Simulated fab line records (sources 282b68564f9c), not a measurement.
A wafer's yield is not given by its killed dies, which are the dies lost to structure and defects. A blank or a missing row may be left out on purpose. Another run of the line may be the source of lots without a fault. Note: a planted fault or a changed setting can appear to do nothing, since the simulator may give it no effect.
Split-lot trial	flow rit-cmos	16 wafers read from 5 lots, route of 202 steps

## THE SPLIT ITSELF
At RIT_M1_SOFTBAKE_05 (time 60 s), the setting temp-c was moved away from the recipe's 90 C on 5 of the 16 wafers read, by -2.3% to +4.1%. This setting was run at the recipe's value on the other wafers.

The split's own step is where the reading is taken.

## THE READING
NOVOLAK_of_M1_COAT_04.thk-nm (the simulator's own value, which no gauge read), in nm, at RIT_M1_SOFTBAKE_05 (time 60 s). The file does not state a usual value for it. Here, 11 wafers ran the recipe; their average is 1297 nm with a standard deviation of 2 nm.

wafer	tool, chamber at the split	temp-c as run, C	against the recipe	NOVOLAK_of_M1_COAT_04.thk-nm, nm	against lot-mates on the recipe
L075.2	litho-track-02, 0	90	recipe	1297	-
L075.3	litho-track-02, 0	93.65	+4.1%	1282	-15
L075.6	litho-track-02, 0	93.65	+4.1%	1284	-13
L076.2	litho-track-01, 0	93.45	+3.8%	1288	no lot-mate on the recipe
L076.4	litho-track-01, 0	93.45	+3.8%	1288	no lot-mate on the recipe
L081.1	litho-track-02, 0	90	recipe	1296	-
L081.6	litho-track-02, 0	90	recipe	1296	-
L081.2	litho-track-02, 0	90	recipe	1297	-
L081.3	litho-track-02, 0	90	recipe	1294	-
L081.4	litho-track-02, 0	90	recipe	1299	-
L082.2	litho-track-01, 0	90	recipe	1294	-
L082.4	litho-track-01, 0	90	recipe	1301	-
L082.5	litho-track-01, 0	90	recipe	1299	-
L085.2	litho-track-03, 0	90	recipe	1298	-
L085.5	litho-track-03, 0	90	recipe	1298	-
L085.4	litho-track-03, 0	87.97	-2.3%	1305	+7

THE FIT
A straight line over all 16 wafers: NOVOLAK_of_M1_COAT_04.thk-nm changes by -3.04 nm for each +1% of temp-c; r = -0.94; the points scatter about the line by 2.2 nm.
The same after taking each lot's own level away (the mean of its wafers on the recipe; 14 wafers): -3.39 nm for each +1%; r = -0.95; scatter 1.9 nm.
The reading moves by 14 nm for the largest change in temp-c, on that fit.
The lots' own levels span 1296.4 to 1298.0 nm, that is 0.8 times the standard deviation above.
So the lot-to-lot level changes the slope: the two fits differ.
Check: with one of the wafers moved furthest among these (+4.1%) left out of the fit, the line predicts -12.9 nm for it against its lot-mates. It came out at -15 nm against them.

## OTHER SPLITS APPLIED TO THESE WAFERS
Note: prior to the reading, these wafers also went through further splits. Each is held against what the fit with the lots' levels taken away leaves over:
other split on the same wafers	wafers away from the commonest value	r with NOVOLAK_of_M1_COAT_04.thk-nm (lot level and that fit taken away)
RIT_PSD_IMPLANT_08 energy-kev	4	+0.12
RIT_CONTACT_DEVELOP_07 develop-time-s	4	+0.10
RIT_M1_SPUTTER_00 time-s	0	-

## FILE'S OWN FIT
NOVOLAK_of_M1_COAT_04.thk-nm changes by -3.25 nm for each +1% of temp-c, r = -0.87.
